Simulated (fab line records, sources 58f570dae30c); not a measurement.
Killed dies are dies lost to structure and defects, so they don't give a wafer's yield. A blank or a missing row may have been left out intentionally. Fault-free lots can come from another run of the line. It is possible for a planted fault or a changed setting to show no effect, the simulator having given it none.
Chamber matching :: flow berkeley-cmos170 :: 3 sister chambers for UCB170_GATE_ETCH_15 on rie-si-01
The step etches poly-Si in HBr/Cl2, stops on SiO2, time 56.3 s, target depth 278.2 nm. 6 wafers are shown with their chamber, then 6 later ones without.

== EACH WAFER AND ITS CHAMBER ==
wafer: L651.4
chamber: 3
drypump-motor-current-A (A): 6.5
oes-product-au (a.u.): 0.834

wafer: L654.2
chamber: 3
drypump-motor-current-A (A): 6.6
oes-product-au (a.u.): 0.827

wafer: L654.4
chamber: 2
drypump-motor-current-A (A): 5.7
oes-product-au (a.u.): 0.808

wafer: L654.5
chamber: 0
drypump-motor-current-A (A): 5.7
oes-product-au (a.u.): 0.821

wafer: L658.4
chamber: 2
drypump-motor-current-A (A): 5.7
oes-product-au (a.u.): 0.801

wafer: L658.5
chamber: 0
drypump-motor-current-A (A): 5.7
oes-product-au (a.u.): 0.808

== WAFERS WITHOUT THEIR CHAMBER ==
wafer: L655.2
drypump-motor-current-A (A): 6.5
oes-product-au (a.u.): 0.828

wafer: L655.5
drypump-motor-current-A (A): 6.5
oes-product-au (a.u.): 0.837

wafer: L655.6
drypump-motor-current-A (A): 5.7
oes-product-au (a.u.): 0.805

wafer: L669.1
drypump-motor-current-A (A): 5.7
oes-product-au (a.u.): 0.804

wafer: L669.2
drypump-motor-current-A (A): 5.7
oes-product-au (a.u.): 0.804

wafer: L669.5
drypump-motor-current-A (A): 5.7
oes-product-au (a.u.): 0.794

== THE CHAMBER EACH PASSED THROUGH ==
wafer: L655.2
from the rows above: 3
in truth: 3

wafer: L655.5
from the rows above: 3
in truth: 3

wafer: L655.6
from the rows above: can't be placed: 2 or 0
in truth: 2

wafer: L669.1
from the rows above: can't be placed: 2 or 0
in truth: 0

wafer: L669.2
from the rows above: can't be placed: 2 or 0
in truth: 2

wafer: L669.5
from the rows above: can't be placed: 2 or 0
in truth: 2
2 of 6 placed correctly. Cannot be placed on the basis of these rows: 4; the candidates contain the true chamber in 4. Wrongly placed: 0.
How it was worked out, from the rows above alone: a wafer's distance from a chamber is the root of the sum, over the readings, of the square of ((its reading less the chamber's mean) divided by the reading's scatter). The wafer belongs to the nearest chamber; if the next one is less than 2 further off, it can't be placed. The mean given for a chamber averages the wafers shown for that chamber. The scatter: the root of (the sum of the squares of (reading less its chamber's mean) over the shown wafers, divided by (wafers less chambers)).
